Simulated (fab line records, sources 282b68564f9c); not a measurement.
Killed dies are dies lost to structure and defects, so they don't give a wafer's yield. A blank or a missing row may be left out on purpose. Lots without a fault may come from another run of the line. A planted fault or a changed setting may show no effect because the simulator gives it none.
Which tool did it? | flow rit_cmos | 15 lots, 45 wafers sampled, at 4 steps of a route of 202

WHAT THE GAUGES READ, wafer by wafer
RIT_NSD_OVL_MEAS_06.
lot  | measured    | on         | NSD_OVL (nm)
L777 | day 3 05:52 | overlay-02 | -2.4 -1.1 -2.9
L779 | day 3 14:37 | overlay-01 | -0.1 1.0 -1.0
L782 | day 4 11:42 | overlay-02 | -0.2 1.2 0.9
L783 | day 4 12:00 | overlay-02 | -1.1 1.4 -0.6
L785 | day 5 06:25 | overlay-02 | 0.0 1.1 -2.2
L786 | day 5 09:10 | overlay-01 | 0.9 0.4 0.0
L787 | day 5 12:01 | overlay-02 | -0.5 -1.4 -2.0
L788 | day 5 20:10 | overlay-02 | 0.9 -0.9 -0.4
L789 | day 5 20:27 | overlay-01 | -3.1 -0.5 -0.2
L790 | day 6 08:01 | overlay-02 | 1.2 -0.4 0.8
L791 | day 6 14:27 | overlay-01 | -0.3 -0.9 1.3
L792 | day 6 20:18 | overlay-01 | -1.5 -1.7 1.2
L793 | day 6 20:32 | overlay-01 | 1.1 0.2 -0.4
L794 | day 7 08:08 | overlay-01 | -0.5 -0.3 0.5
L800 | day 8 18:41 | overlay-01 | 0.2 0.5 0.9

RIT_M1_RS_MEAS_01: measures by four-point-probe.
lot  | measured    | on            | M1_AL_RS (ohm/sq)
L777 | day 3 12:08 | film_metro-01 | 0.0771 0.0768 0.0768
L779 | day 3 20:45 | film_metro-02 | 0.0770 0.0769 0.0766
L782 | day 4 17:49 | film_metro-01 | 0.0787 0.0775 0.0776
L783 | day 4 18:11 | film_metro-02 | 0.0771 0.0778 0.0767
L785 | day 5 12:31 | film_metro-01 | 0.0780 0.0782 0.0789
L786 | day 5 15:28 | film_metro-02 | 0.0772 0.0773 0.0777
L787 | day 5 18:24 | film_metro-03 | 0.0771 0.0777 0.0776
L788 | day 6 02:08 | film_metro-02 | 0.0770 0.0775 0.0769
L789 | day 6 02:38 | film_metro-03 | 0.0781 0.0782 0.0773
L790 | day 6 14:05 | film_metro-03 | 0.0779 0.0778 0.0783
L791 | day 6 20:28 | film_metro-02 | 0.0772 0.0769 0.0765
L792 | day 7 02:37 | film_metro-01 | 0.0773 0.0760 0.0766
L793 | day 7 02:41 | film_metro-02 | 0.0772 0.0764 0.0775
L794 | day 7 14:30 | film_metro-02 | 0.0777 0.0771 0.0773
L800 | day 9 01:15 | film_metro-02 | 0.0779 0.0778 0.0770

WHICH TOOL RAN EACH LOT (tool, then ch and the chambers of the sampled wafers, then the start)
lot  | RIT_PLDD_STRIP_09                   | RIT_SILICIDE_RTA_06
L777 | plasma_asher-01 ch 0,1, day 3 02:16 | rtp_anneal-02 ch 0, day 3 09:25
L779 | plasma_asher-03 ch 0,1, day 3 10:57 | rtp_anneal-02 ch 0, day 3 18:01
L782 | plasma_asher-01 ch 0,1, day 4 06:50 | rtp_anneal-02 ch 0, day 4 15:13
L783 | plasma_asher-03 ch 0,1, day 4 07:05 | rtp_anneal-02 ch 0, day 4 15:27
L785 | plasma_asher-03 ch 0,1, day 4 23:19 | rtp_anneal-02 ch 0, day 5 09:50
L786 | plasma_asher-04 ch 0,1, day 5 04:05 | rtp_anneal-01 ch 0, day 5 12:44
L787 | plasma_asher-03 ch 0,1, day 5 07:14 | rtp_anneal-02 ch 0, day 5 15:35
L788 | plasma_asher-03 ch 0,1, day 5 13:27 | rtp_anneal-02 ch 0, day 5 23:33
L789 | plasma_asher-03 ch 0,1, day 5 13:45 | rtp_anneal-02 ch 0, day 6 00:02
L790 | plasma_asher-04 ch 0, day 5 22:46   | rtp_anneal-01 ch 0, day 6 11:22
L791 | plasma_asher-04 ch 0,1, day 6 07:50 | rtp_anneal-02 ch 0, day 6 17:50
L792 | plasma_asher-04 ch 0,1, day 6 09:12 | rtp_anneal-02 ch 0, day 6 23:53
L793 | plasma_asher-04 ch 0,1, day 6 10:13 | rtp_anneal-02 ch 0, day 7 00:05
L794 | plasma_asher-03 ch 1, day 7 04:26   | rtp_anneal-01 ch 0, day 7 11:55
L800 | plasma_asher-04 ch 0,1, day 8 13:54 | rtp_anneal-01 ch 0, day 8 22:25
- RIT_PLDD_STRIP_09: strips in O2, time 180 s.
- RIT_SILICIDE_RTA_06: time 10 s, ramp up 5 s, ramp down 10 s.

WHAT THE TOOLS THEMSELVES READ (means of the sampled wafers that have a number; where no wafer has one, the mark that the record gives instead)
RIT_PLDD_STRIP_09.
lot  | tool            | chamber_pressure_mTorr (mTorr) | drypump_motor_current_A (A)
L777 | plasma_asher-01 | 3997                           | 5.9
L779 | plasma_asher-03 | 4003                           | 5.9
L782 | plasma_asher-01 | 3997                           | 6.0
L783 | plasma_asher-03 | 3999                           | 5.9
L785 | plasma_asher-03 | 3999                           | 5.6
L786 | plasma_asher-04 | 3998                           | 5.5
L787 | plasma_asher-03 | 4000                           | 5.9
L788 | plasma_asher-03 | 4000                           | 5.9
L789 | plasma_asher-03 | 4001                           | 5.6
L790 | plasma_asher-04 | 3997                           | 5.1
L791 | plasma_asher-04 | 3997                           | 5.8
L792 | plasma_asher-04 | 4001                           | 5.8
L793 | plasma_asher-04 | 4001                           | 5.8
L794 | plasma_asher-03 | 3997                           | 5.4
L800 | plasma_asher-04 | 3997                           | 5.4

RIT_SILICIDE_RTA_06.
lot  | tool          | wafer_temp_C_max
L777 | rtp_anneal-02 | 752.9
L779 | rtp_anneal-02 | 753.2
L782 | rtp_anneal-02 | 752.2
L783 | rtp_anneal-02 | 753.3
L785 | rtp_anneal-02 | 753.1
L786 | rtp_anneal-01 | 753.6
L787 | rtp_anneal-02 | 752.7
L788 | rtp_anneal-02 | 752.3
L789 | rtp_anneal-02 | 752.9
L790 | rtp_anneal-01 | 752.8
L791 | rtp_anneal-02 | 759.0
L792 | rtp_anneal-02 | 758.0
L793 | rtp_anneal-02 | 758.1
L794 | rtp_anneal-01 | 753.7
L800 | rtp_anneal-01 | 753.4

THE ANSWER, worked out from the rows above alone
Rule: what is usual is taken from the lots themselves. Put in order of their means at a reading, lots are off if they are a third of the lots or fewer, leave a main group of 4 or more, and stand apart from it by a gap of 3 or more times the standard deviation of the main group's means; of several such gaps the widest counts. A main group whose means are all the same, to the digits that the tables above print for the reading, isn't used. A lot without any number at a reading at which 4 lots or more have one is off too. The other lots that the step has rows for count as sound. The gauges are gone through in route order, then the tools' own readings, and for those a lot's mean is taken as printed above. The first step at which some lot is off is used, and at that step the reading that is off furthest; a lot without a number counts as furthest.
Off: L791, L792, L793, at RIT_SILICIDE_RTA_06 (wafer_temp_C_max). The main group: mean 753.0, standard deviation 0.45.
A tool fits if, at that step or a process step before it, it ran every lot that is off, and no sound lot after the first of them. One fits: rtp_anneal-02 at RIT_SILICIDE_RTA_06. Its last sound lot is L789 (day 6 00:02), its first lot that is off L791 (day 6 17:50): a fault that began between those two fits.
The tool's own readings at RIT_SILICIDE_RTA_06 bear it out: on the lots that are off they differ by more than 5 times the standard deviation of the sound lots' means. wafer_temp_C_max reads 758.4 there against 753.0 on the sound lots.

WHAT THE SIMULATOR HAD PUT IN
Process parameter drift: rtp_anneal-02, from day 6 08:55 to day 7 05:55, at RIT_SILICIDE_RTA_06. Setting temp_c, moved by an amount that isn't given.
Lots struck among those shown: L791, L792, L793. The rule above found the same.
